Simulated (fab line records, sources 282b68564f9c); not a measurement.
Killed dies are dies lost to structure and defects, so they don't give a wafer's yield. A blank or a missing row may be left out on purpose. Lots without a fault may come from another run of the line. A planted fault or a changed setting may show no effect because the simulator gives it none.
fab line records | flow rit_cmos
record lots=7 wafers=21 last_day=7
route steps=202 shown PLDD@116 SPACER@125 NSD@131 PSD@142 SDANNEAL@153 SILICIDE@161 M1@202
lots that met no fault: from a run of the same line without faults
start_h: hours from the record's first day to the start of the lot's first wafer shown | wait_h: hours since the lot's step before | " the same as in the row above | L1.1+2: a row that stands for several wafers | - no value, or no start given | * or withheld: withheld | < > ~ a bound
route shown NAME@n: a module of which the file shows steps, and the number in the route of the first | usual: mean/standard deviation of fault-free wafers | same: alike in all rows | chamber/n: place in a boat | sites: the reading at each site | _std_site: their standard deviation | _edge_site: outer sites' mean less inner sites' | radius_mm: how far each site lies from the wafer's centre | mask NAME#n: copy n | behind: the tool/chamber that last shaped the wafer | hold: why the lot was held/for how many hours/how that ended | device: the transistor (n, p or np) that didn't switch | end of line: the same wafers' tests at the end of the route | a step without rows: its recipe alone | killed: dies lost to structure and defects at the first sort, not the wafer's yield | map: a wafer's dies, x killed, . not, _ none there
set.NAME: the setting as run; set.NAME@STEP: as run at that earlier step | model.NAME: the simulator's own value behind a step, which no gauge read
lots at some steps of the route; a table a step, a row a wafer
services: from which hour (start_h, from the record's first day; less than 0 if before it) a tool's chamber was out of use, for how many hours, and why
## steps
# step RIT_PLDD_SOFTBAKE_02
# recipe resist=NOVOLAK temp_c=90 time_s=60
# step RIT_PLDD_EXPOSE_03
# recipe mask_id=M8 na=0.57 target_cd_nm=40900 dose_mj=250
# step RIT_PLDD_PEB_04
# recipe resist=NOVOLAK temp_c=withheld time_s=withheld
# step RIT_PLDD_DEVELOP_05
# recipe resist=NOVOLAK develop_time_s=50 dev_temp_c=23
# step RIT_PLDD_OVL_MEAS_06
# usual PLDD_OVL=-1.9/1.3
# columns lot.wafer tool chamber start_h wait_h PLDD_OVL[nm]
L962.1 overlay-01 - 49.00 - -0.3
L962.3 " - " " -1.5
L962.4 " - " " 0.0
L967.2 overlay-02 - 73.41 - -2.8
L967.4 " - " " -1.3
L967.5 " - " " -1.8
L968.1 overlay-02 - 76.90 - -2.7
L968.2 " - " " -2.6
L968.5 " - " " -4.1
L977.3 overlay-02 - 121.99 - -1.9
L977.4 " - " " -1.5
L977.5 " - " " -1.6
L978.2 overlay-01 - 124.64 - -3.2
L978.4 " - " " -1.6
L978.5 " - " " -2.3
L979.1 overlay-01 - 129.79 - -2.1
L979.5 " - " " -1.5
L979.6 " - " " -2.4
L984.1 overlay-02 - 157.06 - -1.4
L984.3 " - " " -3.5
L984.5 " - " " -2.4
# step RIT_PLDD_HARDBAKE_07
# recipe resist=NOVOLAK temp_c=140 time_s=60
# step RIT_PLDD_IMPLANT_08
# recipe species=BF2 energy_kev=20 dose_cm2=9e+14 tilt_deg=7
# step RIT_PLDD_STRIP_09
# recipe chemistry=O2 time_s=180 resist=NOVOLAK platen_temp_c=withheld power_w=500 pressure_mtorr=4000 o2_flow_sccm=4000
# usual drypump_motor_current_A=5.7/0.62
# columns lot.wafer tool chamber start_h wait_h drypump_motor_current_A rf_hours_counter_h
L962.1 plasma_asher-03 0 49.34 0.1 5.2 41
L962.3 " 0 " " 5.2 -
L962.4 " 1 " " 5.1 -
L967.2 plasma_asher-01 1 73.74 0.1 5.1 27
L967.4 " 1 " " 5.1 -
L967.5 " 1 " " 5.1 -
L968.1 plasma_asher-01 0 77.23 0.1 5.8 28
L968.2 " 1 " " 5.1 28
L968.5 " 0 " " 5.8 -
L977.3 plasma_asher-01 1 122.46 0.1 5.1 -
L977.4 " 0 " " 5.8 -
L977.5 " 1 " " 5.1 -
L978.2 plasma_asher-03 0 124.97 0.1 5.1 1
L978.4 " 0 " " 5.2 -
L978.5 " 0 " " 5.2 -
L979.1 plasma_asher-04 1 130.12 0.1 6.8 51
L979.5 " 1 " " 6.9 -
L979.6 " 0 " " 5.8 -
L984.1 plasma_asher-01 1 157.40 0.1 5.1 37
L984.3 " 0 " " 5.8 -
L984.5 " 0 " " 5.8 -
# step RIT_PLDD_TW_MEAS_10
# usual PLDD_TW=2357/21
# columns lot.wafer tool chamber start_h wait_h PLDD_TW
L962.1 film_metro-02 - 49.51 0.1 2340
L962.3 " - " " 2324
L962.4 " - " " 2322
L967.2 film_metro-02 - 73.92 0.1 2327
L967.4 " - " " 2328
L967.5 " - " " 2325
L968.1 film_metro-03 - 77.41 0.1 2348
L968.2 " - " " 2349
L968.5 " - " " 2338
L977.3 film_metro-02 - 122.59 0.1 2340
L977.4 " - " " 2334
L977.5 " - " " 2334
L978.2 film_metro-03 - 125.16 0.1 2351
L978.4 " - " " 2358
L978.5 " - " " 2359
L979.1 film_metro-03 - 130.30 0.1 2376
L979.5 " - " " 2343
L979.6 " - " " 2345
L984.1 film_metro-02 - 157.57 0.1 2357
L984.3 " - " " 2347
L984.5 " - " " 2355
# step RIT_SPACER_CLEAN_00
# recipe chemistry=SC1 mix=3:3:50 time_s=600 temp_c=75
# step RIT_SPACER_CLEAN_01
# recipe chemistry=dHF dilution=50:1 time_s=30
# step RIT_SPACER_CLEAN_02
# recipe chemistry=SC2 mix=3:3:50 time_s=600 temp_c=75 dry=n2_spin
# step RIT_SPACER_CVD_03
# recipe material=Si3N4 target_thk_nm=250 temp_c=810 precursor=SiH2Cl2/NH3 time_s=3300 pressure_mtorr=304 sih2cl2_flow_sccm=60 nh3_flow_sccm=150
# columns lot.wafer tool chamber start_h wait_h model.Si3N4_of_SPACER_CVD_03.thk_nm
L962.1 lpcvd-01 1 49.94 0.0 253.6
L962.3 " 1 " " 251.3
L962.4 " 1 " " 252.8
L967.2 lpcvd-02 1 75.41 1.1 252.9
L967.4 " 1 " " 251.5
L967.5 " 1 " " 251.1
L968.1 lpcvd-02 0 78.74 0.9 246
L968.2 " 0 " " 246.1
L968.5 " 0 " " 247.4
L977.3 lpcvd-01 0 123.53 0.5 230.1
L977.4 " 0 " " 233.7
L977.5 " 0 " " 230.4
L978.2 lpcvd-01 0 125.61 0.0 226.3
L978.4 " 0 " " 227.4
L978.5 " 0 " " 228.2
L979.1+6 lpcvd-01 1 130.76 0.0 228.5
L979.5 " 1 " " 227.6
L984.1 lpcvd-02 0 158.68 0.7 252
L984.3 " 0 " " 251.8
L984.5 " 0 " " 248.5
# step RIT_SPACER_THK_MEAS_04
# recipe reads=Si3N4_of_SPACER_CVD_03
# usual SPACER_NITRIDE_THK=250.6/2.3
# columns lot.wafer tool chamber start_h wait_h SPACER_NITRIDE_THK[nm]
L962.1 film_metro-03 - 51.85 0.0 253.7
L962.3 " - " " 251.1
L962.4 " - " " 252.9
L967.2 film_metro-01 - 77.33 0.0 252.9
L967.4 " - " " 251.4
L967.5 " - " " 250.9
L968.1 film_metro-01 - 80.66 0.0 245.9
L968.2 " - " " 246.3
L968.5 " - " " 247.3
L977.3 film_metro-01 - 125.47 0.1 230.1
L977.4 " - " " 233.7
L977.5 " - " " 230.7
L978.2 film_metro-03 - 127.53 0.1 226.3
L978.4 " - " " 227.6
L978.5 " - " " 228.1
L979.1 film_metro-01 - 133.63 0.1 228.6
L979.5 " - " " 227.7
L979.6 " - " " 228.5
L984.1 film_metro-01 - 160.59 0.0 251.8
L984.3 " - " " 251.9
L984.5 " - " " 248.3
# step RIT_SPACER_ETCHBACK_05
# recipe target_depth_a=2500 SF6_flow_sccm=30 CHF3_flow_sccm=30 target=Si3N4 chemistry=SF6/CHF3 pressure_mtorr=40 rf_w=250 time_s=240 stop_on=SiO2
# usual drypump_motor_current_A=5.9/0.45 oes_product_au=0.843/0.012 throttle_valve_pct=10.24/0.11
# columns lot.wafer tool chamber start_h wait_h drypump_motor_current_A oes_product_au rf_hours_counter_h throttle_valve_pct model.etch.depth_nm
L962.1 rie_diel-04 2 51.91 0.1 5.5 0.854 4 10.28 253.6
L962.3 " 3 " " 6.0 0.846 7 10.24 251.3
L962.4 " 1 " " 5.8 0.840 130 10.26 252.8
L967.2 rie_diel-03 2 77.38 0.0 5.4 0.857 39 10.18 252.9
L967.4 " 0 " " 6.5 0.846 73 10.17 251.5
L967.5 " 0 " " 6.5 0.848 - 10.20 251.1
L968.1 rie_diel-03 2 80.72 0.1 5.4 0.825 39 10.18 246
L968.2 " 0 " " 6.5 0.842 73 10.17 246.1
L968.5 " 1 " " 6.4 0.843 - 10.31 247.4
L977.3 rie_diel-04 0 125.51 0.0 6.3 0.779 91 10.47 230.1
L977.4 " 0 " " 6.3 0.791 - 10.45 233.7
L977.5 " 2 " " 5.5 0.798 - 10.26 230.4
L978.2 rie_diel-04 2 127.58 0.0 5.5 0.790 5 10.25 226.3
L978.4 " 0 " " 6.2 0.770 - 10.43 227.4
L978.5 " 3 " " 6.0 0.793 - 10.21 228.2
L979.1 rie_diel-03 2 133.69 0.1 5.4 0.790 41 10.17 228.5
L979.5 " 1 " " 6.4 0.783 - 10.32 227.6
L979.6 " 2 " " 5.4 0.798 - 10.16 228.5
L984.1 rie_diel-02 3 160.65 0.1 6.3 0.830 8 10.14 252
L984.3 " 0 " " 5.9 0.862 1 10.14 251.8
L984.5 " 2 " " 5.4 0.844 - 10.02 248.5
# step RIT_NSD_HMDS_00
# recipe prime_time_s=60 prime_temp_c=140
# step RIT_NSD_COAT_01
# recipe resist=NOVOLAK spin_rpm=3250 resist_thk_nm=1000
# step RIT_NSD_SOFTBAKE_02
# recipe resist=NOVOLAK temp_c=90 time_s=60
# step RIT_NSD_EXPOSE_03
# recipe mask_id=M9 na=0.57 target_cd_nm=40700 dose_mj=250
# step RIT_NSD_PEB_04
# recipe resist=NOVOLAK temp_c=withheld time_s=withheld
# step RIT_NSD_DEVELOP_05
# recipe resist=NOVOLAK develop_time_s=50 dev_temp_c=23
# step RIT_NSD_OVL_MEAS_06
# usual NSD_OVL=0.2/1.5
# columns lot.wafer tool chamber start_h wait_h NSD_OVL[nm]
L962.1 overlay-01 - 53.07 - 0.3
L962.3 " - " " -1.5
L962.4 " - " " 1.7
L967.2 overlay-01 - 78.39 - 3.4
L967.4 " - " " 2.6
L967.5 " - " " 2.3
L968.1 overlay-02 - 81.84 - -1.7
L968.2 " - " " -1.1
L968.5 " - " " -1.0
L977.3 overlay-02 - 126.52 - 5.0
L977.4 " - " " 2.3
L977.5 " - " " 3.0
L978.2 overlay-02 - 128.72 - 2.0
L978.4 " - " " -0.8
L978.5 " - " " -1.8
L979.1 overlay-01 - 134.69 - 0.9
L979.5 " - " " 0.6
L979.6 " - " " -0.5
L984.1 overlay-02 - 161.65 - -1.5
L984.3 " - " " -0.1
L984.5 " - " " -2.5
# step RIT_NSD_HARDBAKE_07
# recipe resist=NOVOLAK temp_c=140 time_s=60
# step RIT_NSD_IMPLANT_08
# recipe species=P energy_kev=25 dose_cm2=1e+15 tilt_deg=7
# step RIT_NSD_STRIP_09
# recipe chemistry=O2 time_s=180 resist=NOVOLAK platen_temp_c=withheld power_w=500 pressure_mtorr=4000 o2_flow_sccm=4000
# usual drypump_motor_current_A=5.8/0.61
# columns lot.wafer tool chamber start_h wait_h drypump_motor_current_A rf_hours_counter_h
L962.1 plasma_asher-02 0 53.41 0.1 5.6 40
L962.3 " 0 " " 5.6 -
L962.4 " 1 " " 5.4 -
L967.2 plasma_asher-03 0 78.72 0.1 5.1 44
L967.4 " 1 " " 5.1 -
L967.5 " 0 " " 5.2 -
L968.1 plasma_asher-04 1 82.18 0.1 6.9 45
L968.2 " 0 " " 5.8 45
L968.5 " 0 " " 5.8 -
L977.3 plasma_asher-04 1 126.90 0.1 6.8 -
L977.4 " 0 " " 5.8 -
L977.5 " 1 " " 6.9 -
L978.2 plasma_asher-04 1 129.05 0.1 6.8 51
L978.4 " 0 " " 5.8 -
L978.5 " 0 " " 5.8 -
L979.1 plasma_asher-03 0 135.03 0.1 5.1 2
L979.5 " 0 " " 5.2 -
L979.6 " 1 " " 5.1 -
L984.1 plasma_asher-02 0 161.99 0.1 5.6 51
L984.3 " 0 " " 5.6 -
L984.5 " 1 " " 5.4 -
# step RIT_NSD_TW_MEAS_10
# usual NSD_TW=3129/22
# columns lot.wafer tool chamber start_h wait_h NSD_TW
L962.1 film_metro-03 - 53.59 0.1 3123
L962.3 " - " " 3129
L962.4 " - " " 3123
L967.2 film_metro-02 - 78.90 0.1 3092
L967.4 " - " " 3106
L967.5 " - " " 3091
L968.1 film_metro-03 - 82.35 0.1 3118
L968.2 " - " " 3146
L968.5 " - " " 3129
L977.3 film_metro-03 - 127.04 0.1 3143
L977.4 " - " " 3138
L977.5 " - " " 3138
L978.2 film_metro-03 - 129.23 0.1 3115
L978.4 " - " " 3127
L978.5 " - " " 3122
L979.1 film_metro-03 - 135.20 0.1 3138
L979.5 " - " " 3138
L979.6 " - " " 3152
L984.1 film_metro-04 - 162.16 0.1 3147
L984.3 " - " " 3152
L984.5 " - " " 3164
# step RIT_PSD_HMDS_00
# recipe prime_time_s=60 prime_temp_c=140
# step RIT_PSD_COAT_01
# recipe resist=NOVOLAK spin_rpm=3294 resist_thk_nm=1000
# step RIT_PSD_SOFTBAKE_02
# recipe resist=NOVOLAK temp_c=90 time_s=60
# step RIT_PSD_EXPOSE_03
# recipe mask_id=M10 na=0.57 target_cd_nm=40900 dose_mj=250
# step RIT_PSD_PEB_04
# recipe resist=NOVOLAK temp_c=withheld time_s=withheld
# step RIT_PSD_DEVELOP_05
# recipe resist=NOVOLAK develop_time_s=50 dev_temp_c=23
# step RIT_PSD_OVL_MEAS_06
# usual PSD_OVL=-1.0/1.4
# columns lot.wafer tool chamber start_h wait_h PSD_OVL[nm]
L962.1 overlay-02 - 54.62 - -0.6
L962.3 " - " " 0.5
L962.4 " - " " 0.5
L967.2 overlay-02 - 79.81 - -2.5
L967.4 " - " " -2.0
L967.5 " - " " -1.9
L968.1 overlay-02 - 83.39 - -1.0
L968.2 " - " " 1.5
L968.5 " - " " 1.5
L977.3 overlay-01 - 128.06 - -1.2
L977.4 " - " " -3.8
L977.5 " - " " -1.6
L978.2 overlay-02 - 130.26 - -2.5
L978.4 " - " " 0.6
L978.5 " - " " -0.7
L979.1 overlay-02 - 136.11 - -1.4
L979.5 " - " " -1.0
L979.6 " - " " -0.7
L984.1 overlay-02 - 163.20 - -0.7
L984.3 " - " " 0.2
L984.5 " - " " -0.4
# step RIT_PSD_HARDBAKE_07
# recipe resist=NOVOLAK temp_c=140 time_s=60
# step RIT_PSD_IMPLANT_08
# recipe species=BF2 energy_kev=27 dose_cm2=5e+15 tilt_deg=7
# step RIT_PSD_STRIP_09
# recipe chemistry=O2 time_s=180 resist=NOVOLAK platen_temp_c=withheld power_w=500 pressure_mtorr=4000 o2_flow_sccm=4000
# usual drypump_motor_current_A=5.7/0.53
# columns lot.wafer tool chamber start_h wait_h drypump_motor_current_A rf_hours_counter_h
L962.1 plasma_asher-02 1 54.96 0.1 5.4 40
L962.3 " 0 " " 5.6 -
L962.4 " 1 " " 5.4 -
L967.2 plasma_asher-04 0 80.14 0.1 5.8 45
L967.4 " 0 " " 5.8 -
L967.5 " 0 " " 5.8 -
L968.1 plasma_asher-02 1 83.72 0.1 5.4 43
L968.2 " 0 " " 5.6 43
L968.5 " 0 " " 5.6 -
L977.3 plasma_asher-02 1 128.49 0.1 5.4 -
L977.4 " 0 " " 5.6 -
L977.5 " 1 " " 5.4 -
L978.2 plasma_asher-02 1 130.59 0.1 5.4 48
L978.4 " 1 " " 5.5 -
L978.5 " 0 " " 5.6 -
L979.1 plasma_asher-04 1 136.45 0.1 6.9 51
L979.5 " 0 " " 5.8 -
L979.6 " 1 " " 6.9 -
L984.1 plasma_asher-02 1 163.53 0.1 5.4 52
L984.3 " 1 " " 5.4 -
L984.5 " 1 " " 5.4 -
# step RIT_PSD_TW_MEAS_10
# usual PSD_TW=3443/33
# columns lot.wafer tool chamber start_h wait_h PSD_TW
L962.1 film_metro-04 - 55.13 0.1 3482
L962.3 " - " " 3493
L962.4 " - " " 3487
L967.2 film_metro-04 - 80.33 0.1 3480
L967.4 " - " " 3456
L967.5 " - " " 3460
L968.1 film_metro-04 - 83.90 0.1 3471
L968.2 " - " " 3469
L968.5 " - " " 3464
L977.3 film_metro-03 - 128.63 0.1 3448
L977.4 " - " " 3435
L977.5 " - " " 3461
L978.2 film_metro-02 - 130.78 0.1 3409
L978.4 " - " " 3407
L978.5 " - " " 3407
L979.1 film_metro-03 - 136.63 0.1 3448
L979.5 " - " " 3437
L979.6 " - " " 3421
L984.1 film_metro-02 - 163.71 0.1 3447
L984.3 " - " " 3451
L984.5 " - " " 3448
# step RIT_SDANNEAL_CLEAN_00
# recipe chemistry=SC1 mix=3:3:50 time_s=600 temp_c=75
# step RIT_SDANNEAL_CLEAN_01
# recipe chemistry=dHF dilution=50:1 time_s=30
# step RIT_SDANNEAL_CLEAN_02
# recipe chemistry=SC2 mix=3:3:50 time_s=600 temp_c=75 dry=n2_spin
# step RIT_SDANNEAL_RTA_03
# recipe temp_c=1050 time_s=5 idle_temp_c=600 ramp_up_c_per_s=342 ramp_down_c_per_s=171 cool_to_c=600 ambient=N2
# usual anneal_temp_c_max=1054.5/0.91 wafer_temp_C_max=1053.7/1.2
# columns lot.wafer tool chamber start_h wait_h anneal_temp_c_max wafer_temp_C_max
L962.1 rtp_anneal-01 0 55.56 0.0 1055.2 1054.6
L962.3 " 0 " " 1054.8 1053.6
L962.4 " 0 " " 1056.3 1053.1
L967.2 rtp_anneal-02 0 80.75 0.0 1053.2 1052.5
L967.4 " 0 " " 1054.4 1053.9
L967.5 " 0 " " 1053.7 1055.1
L968.1 rtp_anneal-01 0 84.36 0.0 1053.6 1054.0
L968.2 " 0 " " 1054.2 1053.3
L968.5 " 0 " " 1054.8 1053.7
L977.3 rtp_anneal-02 0 129.07 0.0 1052.9 1052.3
L977.4 " 0 " " 1052.8 1052.2
L977.5 " 0 " " 1054.3 1053.2
L978.2 rtp_anneal-01 0 131.21 0.0 1054.9 1053.0
L978.4 " 0 " " 1054.7 1053.0
L978.5 " 0 " " 1054.8 1053.9
L979.1 rtp_anneal-02 0 137.09 0.0 1052.9 1055.0
L979.5 " 0 " " 1054.5 1053.1
L979.6 " 0 " " 1053.8 1055.1
L984.1 rtp_anneal-01 0 164.14 0.0 1054.5 1055.8
L984.3 " 0 " " 1055.0 1053.1
L984.5 " 0 " " 1054.3 1053.2
# step RIT_SDANNEAL_RS_MEAS_04
# recipe thk_meas_gauge=four-point-probe
# usual PSD_RS=115.93/0.26
# columns lot.wafer tool chamber start_h wait_h PSD_RS[ohm/sq]
L962.1 film_metro-03 - 55.62 0.0 115.79
L962.3 " - " " 115.81
L962.4 " - " " 115.96
L967.2 film_metro-03 - 80.82 0.1 115.88
L967.4 " - " " 115.74
L967.5 " - " " 115.85
L968.1 film_metro-03 - 84.42 0.0 116.18
L968.2 " - " " 116.08
L968.5 " - " " 115.60
L977.3 film_metro-04 - 129.15 0.1 115.63
L977.4 " - " " 115.79
L977.5 " - " " 115.62
L978.2 film_metro-04 - 131.27 0.1 115.74
L978.4 " - " " 115.82
L978.5 " - " " 115.84
L979.1 film_metro-02 - 137.15 0.0 115.88
L979.5 " - " " 115.55
L979.6 " - " " 116.07
L984.1 film_metro-03 - 164.19 0.0 116.30
L984.3 " - " " 116.22
L984.5 " - " " 116.22
# step RIT_SILICIDE_WET_ETCH_00
# recipe chemistry=BOE target=SiO2 target_depth_nm=14 time_s=15 dry=n2_spin dilution=10:1 temp_c=21.5
# columns lot.wafer tool chamber start_h wait_h model.Si3N4_of_SPACER_CVD_03.thk_nm
L962.1 wet_bench-03 3 56.10 0.1 197.3
L962.3+4 " 3 " " 196.1
L967.2 wet_bench-01 0 81.28 0.1 194.9
L967.4 " 0 " " 196
L967.5 " 0 " " 195.7
L968.1 wet_bench-04 1 84.90 0.1 189.2
L968.2 " 1 " " 191.9
L968.5 " 1 " " 194.6
L977.3 wet_bench-04 0 129.59 0.1 178.4
L977.4 " 0 " " 181.2
L977.5 " 0 " " 179.3
L978.2+4 wet_bench-04 3 131.73 0.1 175.9
L978.5 " 3 " " 177.5
L979.1 wet_bench-04 1 137.63 0.1 176.9
L979.5 " 1 " " 179.5
L979.6 " 1 " " 177
L984.1 wet_bench-03 3 164.67 0.1 196.8
L984.3 " 3 " " 195.8
L984.5 " 3 " " 192.8
# step RIT_M1_PROBE_99
# usual killed_at_M0_to_M3=0.0/0.12 killed_at_contacts=0.0/0.16 killed_at_front_end=7.1/2.7 killed_dies=7.2/2.7 killed_open=3.5/1.9 killed_short=3.6/1.9
# same gross_dies=264 killed_at_M4_up=0 killed_at_back_side=0 killed_at_other=0
# columns lot.wafer tool chamber start_h wait_h killed_at_M0_to_M3 killed_at_contacts killed_at_front_end killed_dies killed_open killed_short model.etest.nmos_0p15.r_on_ohm_um model.etest.nmos_0p3.r_on_ohm_um model.etest.pplus_sal.width_nm model.etest.nplus_sal.width_nm model.etest.pwell_pinched.rs_ohm_sq model.etest.nwell_pinched.rs_ohm_sq model.etest.diode_pplus_nwell.bv_v model.etest.nmos_0p15.tox_inv_nm
L962.1 prober-02 - 63.34 0.1 0 0 9 9 5 4 1097 2100 3434 3438 468.9 340 6.734 4.378
L962.3 prober-02 - 63.44 0.2 0 0 3 3 0 3 1110 2130 3429 3420 459 338 6.711 4.424
L962.4 prober-02 - 63.49 0.2 0 0 6 6 2 4 1156 2131 3434 3442 470.7 340.6 6.749 4.356
L967.2 prober-01 - 88.26 0.1 0 0 6 6 5 1 1167 2200 3462 3460 466.5 338.6 6.591 4.41
L967.4 prober-01 - 88.36 0.2 0 0 6 6 4 2 1083 2097 3435 3446 461.1 332.3 6.526 4.377
L967.5 prober-01 - 88.41 0.2 0 0 8 8 2 6 1119 2156 3454 3456 464 332.3 6.508 4.429
L968.1 prober-02 - 91.79 0.1 0 1 6 7 3 4 1217 2208 3460 3462 475.6 345.9 6.698 4.358
L968.2 prober-02 - 91.84 0.1 1 0 8 9 3 5 1142 2150 3454 3443 464.1 337.6 6.567 4.436
L968.5 prober-02 - 91.99 0.2 0 0 9 9 7 2 1110 2134 3451 3431 451.9 333.1 6.498 4.501
L977.3 prober-01 - 136.64 0.2 0 0 6 6 3 3 1187 2208 3477 3496 479.3 347.4 6.806 4.34
L977.4 prober-01 - 136.69 0.2 0 0 8 8 3 5 1157 2169 3482 3475 481.3 348.1 6.858 4.328
L977.5 prober-01 - 136.74 0.2 0 0 4 4 2 2 1199 2204 3455 3471 481.7 345.6 6.83 4.284
L978.2 prober-02 - 138.87 0.1 0 0 7 7 2 5 1167 2162 3496 3496 472.4 349 6.74 4.29
L978.4 prober-02 - 138.97 0.2 0 0 10 10 4 6 1225 2220 3501 3518 487.6 353 6.724 4.237
L978.5 prober-02 - 139.02 0.2 0 1 9 10 5 5 1171 2180 3483 3477 478.5 347.3 6.685 4.333
L979.1 prober-01 - 145.06 0.1 0 0 9 9 4 3 1280 2268 3505 3492 476.2 349.6 6.712 4.345
L979.5 prober-01 - 145.26 0.2 0 0 5 5 1 4 1153 2161 3468 3459 474.3 337.8 6.608 4.445
L979.6 prober-01 - 145.31 0.2 0 0 10 10 3 6 1272 2240 3510 3507 488.9 349.5 6.694 4.29
L984.1 prober-02 - 171.82 0.1 0 0 6 6 3 3 1080 2105 3457 3441 460.7 334.2 6.845 4.47
L984.3 prober-02 - 171.92 0.2 0 0 7 7 6 1 1092 2096 3450 3454 466.3 337.9 6.861 4.45
L984.5 prober-02 - 172.02 0.2 0 0 1 1 0 1 1128 2145 3444 3439 467.5 341.6 6.848 4.466
# killed by level:class
L962.1 GATE:geometric_particle:open=2 GATE:geometric_particle:short=2 SPACER:geometric_particle:open=2 FOX2:geometric_particle:short=1 SILICIDE:geometric_particle:short=1 SILICIDE:geometric_particle:open=1
L962.3 GATE:geometric_particle:short=2 SILICIDE:geometric_particle:short=1
L962.4 REOX:geometric_particle:short=2 SILICIDE:geometric_particle:open=2 GATE:geometric_particle:short=1 SILICIDE:geometric_particle:short=1
L967.2 GATE:geometric_particle:open=3 SPACER:geometric_particle:open=2 REOX:geometric_particle:short=1
L967.4 REOX:geometric_particle:open=2 GATE:geometric_particle:short=1 GATE:geometric_particle:open=1 REOX:geometric_particle:short=1 SILICIDE:geometric_particle:open=1
L967.5 GATE:geometric_particle:short=2 REOX:geometric_particle:short=2 REOX:geometric_particle:open=2 SPACER:geometric_particle:short=1 SILICIDE:geometric_particle:short=1
L968.1 GATE:geometric_particle:short=2 REOX:geometric_particle:short=2 FOX1:geometric_particle:open=1 REOX:geometric_particle:open=1 CONTACT:geometric_particle:open=1
L968.2 REOX:geometric_particle:short=2 SILICIDE:geometric_particle:open=2 SILICIDE:geometric_particle:short=2 FOX1:geometric_particle:short=1 REOX:geometric_particle:open=1 M1:coat_microbubble_printed=1
L968.5 FOX1:geometric_particle:open=2 GATE:geometric_particle:short=2 SILICIDE:geometric_particle:open=2 GATE:geometric_particle:open=1 REOX:geometric_particle:open=1 SPACER:geometric_particle:open=1
L977.3 SILICIDE:geometric_particle:open=2 GATE:geometric_particle:open=1 GATE:geometric_particle:short=1 SPACER:geometric_particle:short=1 SILICIDE:geometric_particle:short=1
L977.4 GATE:geometric_particle:short=3 REOX:geometric_particle:short=1 REOX:geometric_particle:open=1 SPACER:geometric_particle:open=1 SILICIDE:geometric_particle:short=1 SILICIDE:geometric_particle:open=1
L977.5 SILICIDE:geometric_particle:short=2 FOX1:geometric_particle:open=1 SPACER:geometric_particle:open=1
L978.2 REOX:geometric_particle:short=2 FOX1:geometric_particle:short=1 FOX2:geometric_particle:short=1 GATE:geometric_particle:short=1 REOX:geometric_particle:open=1 SILICIDE:geometric_particle:open=1
L978.4 GATE:geometric_particle:short=4 GATE:geometric_particle:open=3 SPACER:geometric_particle:short=1 SILICIDE:geometric_particle:short=1 SILICIDE:geometric_particle:open=1
L978.5 GATE:geometric_particle:short=2 REOX:geometric_particle:open=2 FOX1:geometric_particle:open=1 FOX1:geometric_particle:short=1 FOX2:geometric_particle:short=1 SILICIDE:geometric_particle:open=1 SILICIDE:geometric_particle:short=1 CONTACT:geometric_particle:open=1
L979.1 GATE:geometric_particle:open=2 NRETRO:coat_microbubble_printed=2 FOX1:geometric_particle:open=1 FOX1:geometric_particle:short=1 REOX:geometric_particle:short=1 SPACER:geometric_particle:short=1 SILICIDE:geometric_particle:open=1
L979.5 REOX:geometric_particle:short=2 SPACER:geometric_particle:short=1 SILICIDE:geometric_particle:open=1 SILICIDE:geometric_particle:short=1
L979.6 GATE:geometric_particle:short=3 GATE:geometric_particle:open=2 SILICIDE:geometric_particle:short=2 REOX:geometric_particle:short=1 SPACER:geometric_particle:open=1 NRETRO:coat_microbubble_printed=1
L984.1 SPACER:geometric_particle:short=2 FOX2:geometric_particle:open=1 GATE:geometric_particle:open=1 REOX:geometric_particle:short=1 SPACER:geometric_particle:open=1
L984.3 GATE:geometric_particle:open=4 FOX1:geometric_particle:open=1 REOX:geometric_particle:open=1 SPACER:geometric_particle:short=1
L984.5 REOX:geometric_particle:short=1
## services
# columns tool chamber start_h hours kind
rie_diel-04 1 39.31 4.1 repair
plasma_asher-01 - 40.98 2.3 repair
plasma_asher-02 - 41.58 7.8 repair
rie_diel-03 - 57.93 0.6 repair
lpcvd-01 - 71.93 17.2 pm
rie_diel-02 0 76.36 - clean
rie_diel-02 0 76.36 14.8 scheduled_down
rie_diel-02 0 76.36 14.8 vent_cycle
rie_diel-02 3 87.02 10.5 repair
rie_diel-03 0 98.90 9.8 repair
plasma_asher-03 - 108.75 9.0 pm
plasma_asher-03 0 108.75 9.0 vent_cycle
plasma_asher-03 1 108.75 9.0 vent_cycle
rie_diel-03 0 109.05 15.7 repair
plasma_asher-02 - 109.58 2.8 pm
rie_diel-02 - 115.48 14.6 pm
plasma_asher-03 0 117.75 - clean
plasma_asher-03 1 117.75 - clean
rie_diel-04 1 119.63 19.8 repair
lpcvd-02 - 121.59 6.0 pm
rie_diel-04 - 147.09 2.1 repair
rie_diel-04 3 149.39 15.2 repair
rtp_anneal-01 - 158.18 3.7 pm
## key
first_sign step=RIT_SPACER_THK_MEAS_04 reading=SPACER_NITRIDE_THK direction=down sigmas=9.5 usual=250.6 struck=229.0
effect step=RIT_SPACER_ETCHBACK_05 reading=oes_product_au direction=down sigmas=4.8 usual=0.843 struck=0.788
model_effect step=RIT_SPACER_CVD_03 value=Si3N4_of_SPACER_CVD_03.thk_nm without=251.3 struck=229
model_effect step=RIT_SPACER_ETCHBACK_05 value=etch.depth_nm without=251.3 struck=229
model_effect step=RIT_SILICIDE_WET_ETCH_00 value=Si3N4_of_SPACER_CVD_03.thk_nm without=195.5 struck=178
model_effect step=RIT_M1_PROBE_99 value=etest.nmos_0p15.r_on_ohm_um without=1115 struck=1201
met_at RIT_SPACER_CVD_03
struck_wafers L977.3,L977.4,L977.5,L978.2,L978.4,L978.5,L979.1,L979.5,L979.6
tester_left_out L977,L978,L979
fault kind=process_parameter_drift tool=lpcvd-01 chamber=- onset_h=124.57 steps=RIT_SPACER_CVD_03 channel=time_s offset=* shape=step end_h=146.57 acts_in=* stated=*
# tester_left_out: of these lots the tester's yield and bins aren't shown, on N5 and GAA mostly nor the transistor test; their killed dies are dies lost to structure and defects alone, not to doping, threshold or leakage, so they don't give the yield
